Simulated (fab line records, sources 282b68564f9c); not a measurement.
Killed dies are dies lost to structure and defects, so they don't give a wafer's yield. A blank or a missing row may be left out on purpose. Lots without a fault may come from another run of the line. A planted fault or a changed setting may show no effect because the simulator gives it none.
Split-lot experiment | flow rit_cmos | 5 lots, 23 wafers read, on a route of 202 steps

THE SPLIT
At RIT_NWELL_IMPLANT_08, the setting dose_cm2 was moved away from the recipe's 5e+13 on 7 of the 23 wafers read, by -5.3% to +2.2%. The other wafers ran this setting at the recipe's value.

FROM THE SPLIT TO THE READING: what the file shows between them, 4 steps
- RIT_PWELL_HARDBAKE_07: time 120 s (also split here: temp_c)
- RIT_PWELL_IMPLANT_08
- RIT_PWELL_STRIP_09: strips in O2, time 180 s
- RIT_WELLDRIVE_ANNEAL_00: time 14700 s

THE READING
NWELL_RS, in ohm/sq, at RIT_WELLDRIVE_RS_MEAS_01 (measures by four-point-probe). Fault-free wafers of this fab line usually give 275.5 ohm/sq, standard deviation 0.9 ohm/sq.

wafer  | tool, chamber at the split | dose_cm2 as run | against the recipe | NWELL_RS, ohm/sq | against lot-mates on the recipe
L075.2 | implanter-04, 0            | 5e+13           | recipe             | 274.6            | -
L075.3 | implanter-04, 0            | 5e+13           | recipe             | 274.4            | -
L075.4 | implanter-04, 0            | 5e+13           | recipe             | 273.3            | -
L075.5 | implanter-04, 0            | 5e+13           | recipe             | 274.5            | -
L075.6 | implanter-04, 0            | 5e+13           | recipe             | 275.0            | -
L080.1 | implanter-03, 0            | 5e+13           | recipe             | 274.6            | -
L080.5 | implanter-03, 0            | 5e+13           | recipe             | 274.7            | -
L080.6 | implanter-03, 0            | 5e+13           | recipe             | 274.4            | -
L081.1 | implanter-03, 0            | 4.879e+13       | -2.4%              | 280.0            | +3.4
L081.2 | implanter-03, 0            | 5e+13           | recipe             | 276.0            | -
L081.3 | implanter-03, 0            | 4.879e+13       | -2.4%              | 280.0            | +3.4
L081.4 | implanter-03, 0            | 5e+13           | recipe             | 277.2            | -
L081.5 | implanter-03, 0            | 4.879e+13       | -2.4%              | 279.9            | +3.3
L082.1 | implanter-01, 0            | 4.734e+13       | -5.3%              | 287.0            | +10.4
L082.2 | implanter-01, 0            | 5e+13           | recipe             | 276.1            | -
L082.3 | implanter-01, 0            | 5e+13           | recipe             | 277.1            | -
L082.5 | implanter-01, 0            | 5e+13           | recipe             | 276.7            | -
L082.6 | implanter-01, 0            | 4.734e+13       | -5.3%              | 287.0            | +10.4
L085.1 | implanter-03, 0            | 5.109e+13       | +2.2%              | 271.8            | -3.7
L085.2 | implanter-03, 0            | 5.109e+13       | +2.2%              | 272.1            | -3.4
L085.3 | implanter-03, 0            | 5e+13           | recipe             | 275.7            | -
L085.4 | implanter-03, 0            | 5e+13           | recipe             | 275.9            | -
L085.6 | implanter-03, 0            | 5e+13           | recipe             | 274.8            | -

THE FIT
A straight line over all 23 wafers: NWELL_RS changes by -2.04 ohm/sq for each +1% of dose_cm2; r = -0.97; the points scatter about the line by 1 ohm/sq.
The same after taking each lot's own level away (the mean of its wafers on the recipe; 23 wafers): -1.8 ohm/sq for each +1%; r = -0.98; scatter 0.62 ohm/sq.
On that fit, the largest move of dose_cm2 shifts the reading by 9.6 ohm/sq.
The lots' own levels span 274.36 to 276.63 ohm/sq, that is 2.5 times the standard deviation above.
So the lot-to-lot level changes the slope: the two fits differ.
Check: with one of the wafers moved furthest among these (-5.3%) left out of the fit, the line predicts +9.11 ohm/sq for it against its lot-mates. It came out at +10.4 ohm/sq against them.

OTHER SPLITS ON THESE WAFERS
These wafers also went through other splits before the reading. Each is held against what the fit with the lots' levels taken away leaves over:
other split on the same wafers    | wafers away from the commonest value | r with NWELL_RS (lot level and that fit taken away)
RIT_ACTIVE_OXIDATION_01 ox_time_s | 10                                   | +0.53
RIT_PWELL_HARDBAKE_07 temp_c      | 9                                    | +0.00

THE FILE'S OWN FIT
NWELL_RS changes by -1.83 ohm/sq for each +1% of dose_cm2, r = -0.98.
